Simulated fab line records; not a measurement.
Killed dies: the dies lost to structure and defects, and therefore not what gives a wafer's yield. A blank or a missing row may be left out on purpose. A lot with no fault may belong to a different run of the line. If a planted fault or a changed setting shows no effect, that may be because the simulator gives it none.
Which tool was responsible? || flow berkeley_cmos170 || 13 lots, 39 wafers sampled, at 5 steps of a route of 331

## WHAT THE GAUGES READ, wafer by wafer
UCB170_NLDD_CD_MEAS_06: the cd target is 1200 nm. Usual: 1200.8 nm for cd_nm, sd 1.1.
{"lot": "L887", "measured": "day 7 21:11", "on": "cd_sem-01", "cd_nm (nm)": "1198.3 1199.0 1197.7", "flag": ""}
{"lot": "L884", "measured": "day 7 21:30", "on": "cd_sem-01", "cd_nm (nm)": "1199.7 1198.9 1199.1", "flag": ""}
{"lot": "L885", "measured": "day 7 22:23", "on": "cd_sem-01", "cd_nm (nm)": "1199.9 1199.6 1200.6", "flag": ""}
{"lot": "L886", "measured": "day 7 22:37", "on": "cd_sem-02", "cd_nm (nm)": "1204.0 1204.1 1204.2", "flag": ""}
{"lot": "L890", "measured": "day 8 08:21", "on": "cd_sem-02", "cd_nm (nm)": "1200.8 1201.3 1200.4", "flag": ""}
{"lot": "L892", "measured": "day 8 15:08", "on": "cd_sem-01", "cd_nm (nm)": "1200.2 1200.6 1200.7", "flag": ""}
{"lot": "L891", "measured": "day 8 16:25", "on": "cd_sem-01", "cd_nm (nm)": "1201.6 1201.4 1202.0", "flag": ""}
{"lot": "L893", "measured": "day 9 03:21", "on": "cd_sem-01", "cd_nm (nm)": "1201.4 1201.3 1200.8", "flag": ""}
{"lot": "L895", "measured": "day 9 03:44", "on": "cd_sem-02", "cd_nm (nm)": "1201.1 1201.2 1199.9", "flag": ""}
{"lot": "L899", "measured": "day 9 18:04", "on": "cd_sem-02", "cd_nm (nm)": "961.6 959.9 960.0", "flag": "OFF"}
{"lot": "L900", "measured": "day 11 01:26", "on": "cd_sem-02", "cd_nm (nm)": "1200.2 1201.3 1198.8", "flag": ""}
{"lot": "L907", "measured": "day 11 15:57", "on": "cd_sem-02", "cd_nm (nm)": "1200.7 1200.5 1200.0", "flag": ""}
{"lot": "L906", "measured": "day 11 16:01", "on": "cd_sem-01", "cd_nm (nm)": "1202.3 1201.5 1201.3", "flag": ""}

UCB170_M2_OVL_MEAS_16. Usual: for M2_OVL the level is -1 nm and the standard deviation is 5.4.
{"lot": "L887", "measured": "day 9 04:02", "on": "overlay-02", "M2_OVL (nm)": "0 -5 -5", "flag": ""}
{"lot": "L884", "measured": "day 9 04:53", "on": "overlay-02", "M2_OVL (nm)": "-1 8 0", "flag": ""}
{"lot": "L885", "measured": "day 9 05:50", "on": "overlay-01", "M2_OVL (nm)": "8 -2 -3", "flag": ""}
{"lot": "L886", "measured": "day 9 06:07", "on": "overlay-01", "M2_OVL (nm)": "0 -9 -3", "flag": ""}
{"lot": "L890", "measured": "day 9 14:13", "on": "overlay-01", "M2_OVL (nm)": "0 3 0", "flag": ""}
{"lot": "L892", "measured": "day 9 20:53", "on": "overlay-02", "M2_OVL (nm)": "2 -3 1", "flag": ""}
{"lot": "L891", "measured": "day 9 21:48", "on": "overlay-02", "M2_OVL (nm)": "-5 1 -3", "flag": ""}
{"lot": "L893", "measured": "day 10 09:08", "on": "overlay-01", "M2_OVL (nm)": "4 4 -5", "flag": ""}
{"lot": "L895", "measured": "day 10 10:01", "on": "overlay-02", "M2_OVL (nm)": "-8 -3 -8", "flag": ""}
{"lot": "L899", "measured": "day 11 02:08", "on": "overlay-01", "M2_OVL (nm)": "2 -3 0", "flag": ""}
{"lot": "L900", "measured": "day 12 05:31", "on": "overlay-02", "M2_OVL (nm)": "-1 -1 -8", "flag": ""}
{"lot": "L907", "measured": "day 12 23:38", "on": "overlay-01", "M2_OVL (nm)": "-1 -3 1", "flag": ""}
{"lot": "L906", "measured": "day 12 23:22", "on": "overlay-01", "M2_OVL (nm)": "-2 -4 2", "flag": ""}

UCB170_V2_OVL_MEAS_13. Usual: for V2_OVL the level is 0 nm and the standard deviation is 5.8.
{"lot": "L887", "measured": "day 9 06:21", "on": "overlay-01", "V2_OVL (nm)": "5 -1 6", "flag": ""}
{"lot": "L884", "measured": "day 9 07:23", "on": "overlay-01", "V2_OVL (nm)": "12 12 5", "flag": ""}
{"lot": "L885", "measured": "day 9 08:52", "on": "overlay-01", "V2_OVL (nm)": "-3 2 -2", "flag": ""}
{"lot": "L886", "measured": "day 9 09:10", "on": "overlay-02", "V2_OVL (nm)": "-1 1 3", "flag": ""}
{"lot": "L890", "measured": "day 9 17:01", "on": "overlay-01", "V2_OVL (nm)": "2 4 -2", "flag": ""}
{"lot": "L892", "measured": "day 10 01:50", "on": "overlay-01", "V2_OVL (nm)": "-8 1 -9", "flag": ""}
{"lot": "L891", "measured": "day 10 02:26", "on": "overlay-02", "V2_OVL (nm)": "-11 2 -4", "flag": ""}
{"lot": "L893", "measured": "day 10 11:59", "on": "overlay-01", "V2_OVL (nm)": "-5 4 0", "flag": ""}
{"lot": "L895", "measured": "day 10 12:40", "on": "overlay-01", "V2_OVL (nm)": "-4 -7 7", "flag": ""}
{"lot": "L899", "measured": "day 11 04:34", "on": "overlay-02", "V2_OVL (nm)": "4 -3 0", "flag": ""}
{"lot": "L900", "measured": "day 12 08:11", "on": "overlay-02", "V2_OVL (nm)": "12 10 11", "flag": ""}
{"lot": "L907", "measured": "day 13 02:56", "on": "overlay-02", "V2_OVL (nm)": "9 -2 5", "flag": ""}
{"lot": "L906", "measured": "day 13 02:21", "on": "overlay-02", "V2_OVL (nm)": "0 7 2", "flag": ""}

## WHICH TOOL RAN EACH LOT (tool, then ch and the chambers of the sampled wafers, then the start)
{"lot": "L887", "UCB170_NLDD_EXPOSE_03": "krf_scanner-01 ch 0, day 7 20:47", "UCB170_M2_STRIP_19": "plasma_asher-02 ch 0,1, day 9 04:17"}
{"lot": "L884", "UCB170_NLDD_EXPOSE_03": "krf_scanner-01 ch 0, day 7 20:56", "UCB170_M2_STRIP_19": "plasma_asher-03 ch 0,1, day 9 05:10"}
{"lot": "L885", "UCB170_NLDD_EXPOSE_03": "krf_scanner-01 ch 0, day 7 21:54", "UCB170_M2_STRIP_19": "plasma_asher-01 ch 0,1, day 9 06:06"}
{"lot": "L886", "UCB170_NLDD_EXPOSE_03": "krf_scanner-02 ch 0, day 7 22:11", "UCB170_M2_STRIP_19": "plasma_asher-03 ch 0,1, day 9 06:23"}
{"lot": "L890", "UCB170_NLDD_EXPOSE_03": "krf_scanner-01 ch 0, day 8 06:31", "UCB170_M2_STRIP_19": "plasma_asher-02 ch 0,1, day 9 14:32"}
{"lot": "L892", "UCB170_NLDD_EXPOSE_03": "krf_scanner-02 ch 0, day 8 14:43", "UCB170_M2_STRIP_19": "plasma_asher-01 ch 0,1, day 9 21:09"}
{"lot": "L891", "UCB170_NLDD_EXPOSE_03": "krf_scanner-01 ch 0, day 8 15:43", "UCB170_M2_STRIP_19": "plasma_asher-03 ch 0,1, day 9 22:05"}
{"lot": "L893", "UCB170_NLDD_EXPOSE_03": "krf_scanner-01 ch 0, day 9 02:11", "UCB170_M2_STRIP_19": "plasma_asher-02 ch 0,1, day 10 09:23"}
{"lot": "L895", "UCB170_NLDD_EXPOSE_03": "krf_scanner-01 ch 0, day 9 03:07", "UCB170_M2_STRIP_19": "plasma_asher-02 ch 0,1, day 10 10:17"}
{"lot": "L899", "UCB170_NLDD_EXPOSE_03": "krf_scanner-01 ch 0, day 9 17:23", "UCB170_M2_STRIP_19": "plasma_asher-03 ch 0,1, day 11 02:23"}
{"lot": "L900", "UCB170_NLDD_EXPOSE_03": "krf_scanner-02 ch 0, day 11 00:53", "UCB170_M2_STRIP_19": "plasma_asher-01 ch 0,1, day 12 05:46"}
{"lot": "L907", "UCB170_NLDD_EXPOSE_03": "krf_scanner-02 ch 0, day 11 14:57", "UCB170_M2_STRIP_19": "plasma_asher-01 ch 0,1, day 12 23:53"}
{"lot": "L906", "UCB170_NLDD_EXPOSE_03": "krf_scanner-01 ch 0, day 11 15:22", "UCB170_M2_STRIP_19": "plasma_asher-03 ch 0,1, day 12 23:38"}
- UCB170_NLDD_EXPOSE_03: exposes mask NSELECT, target cd 1200 nm.
- UCB170_M2_STRIP_19: strips in O2.

## WHAT THE TOOLS THEMSELVES READ (means of the sampled wafers that have a number; where no wafer has one, the mark that the record gives instead)
UCB170_M2_STRIP_19. Usual: drypump_motor_current_A 6.0 A, standard deviation 0.43; oes_product_au 0.534 a.u., standard deviation 0.016.
{"lot": "L887", "tool": "plasma_asher-02", "drypump_motor_current_A (A)": 6.3, "oes_product_au (a.u.)": 0.544, "flag": ""}
{"lot": "L884", "tool": "plasma_asher-03", "drypump_motor_current_A (A)": 5.6, "oes_product_au (a.u.)": 0.535, "flag": ""}
{"lot": "L885", "tool": "plasma_asher-01", "drypump_motor_current_A (A)": 6.1, "oes_product_au (a.u.)": 0.551, "flag": ""}
{"lot": "L886", "tool": "plasma_asher-03", "drypump_motor_current_A (A)": 5.6, "oes_product_au (a.u.)": 0.520, "flag": ""}
{"lot": "L890", "tool": "plasma_asher-02", "drypump_motor_current_A (A)": 6.2, "oes_product_au (a.u.)": 0.543, "flag": ""}
{"lot": "L892", "tool": "plasma_asher-01", "drypump_motor_current_A (A)": 6.1, "oes_product_au (a.u.)": 0.545, "flag": ""}
{"lot": "L891", "tool": "plasma_asher-03", "drypump_motor_current_A (A)": 5.6, "oes_product_au (a.u.)": 0.522, "flag": ""}
{"lot": "L893", "tool": "plasma_asher-02", "drypump_motor_current_A (A)": 6.2, "oes_product_au (a.u.)": 0.534, "flag": ""}
{"lot": "L895", "tool": "plasma_asher-02", "drypump_motor_current_A (A)": 6.3, "oes_product_au (a.u.)": 0.548, "flag": ""}
{"lot": "L899", "tool": "plasma_asher-03", "drypump_motor_current_A (A)": 6.0, "oes_product_au (a.u.)": 0.547, "flag": ""}
{"lot": "L900", "tool": "plasma_asher-01", "drypump_motor_current_A (A)": 6.2, "oes_product_au (a.u.)": 0.522, "flag": ""}
{"lot": "L907", "tool": "plasma_asher-01", "drypump_motor_current_A (A)": 6.2, "oes_product_au (a.u.)": 0.551, "flag": ""}
{"lot": "L906", "tool": "plasma_asher-03", "drypump_motor_current_A (A)": 6.0, "oes_product_au (a.u.)": 0.519, "flag": ""}

## THE ANSWER, worked out from the rows above alone
Rule: a lot counts as off when the mean over its wafers that have a number is more than 3 standard deviations away from the usual mean. A lot without any number at a reading at which 4 lots or more have one is off too. All remaining lots with rows at the step are treated as sound. After the gauges, taken in route order, come the tools' own readings; for these a lot's mean is taken, as printed above. The first step at which some lot is off is used, and at that step the reading that is off furthest; a lot without a number counts as furthest.
Off, at UCB170_NLDD_CD_MEAS_06 on cd_nm: L899.
A tool fits if, at a process step before that reading, it ran every lot that is off, and no sound lot after the first of them. Gauges at UCB170_NLDD_CD_MEAS_06: tried the same way as those tools. None of those tried fits.

## WHAT WAS PUT IN BY THE SIMULATOR
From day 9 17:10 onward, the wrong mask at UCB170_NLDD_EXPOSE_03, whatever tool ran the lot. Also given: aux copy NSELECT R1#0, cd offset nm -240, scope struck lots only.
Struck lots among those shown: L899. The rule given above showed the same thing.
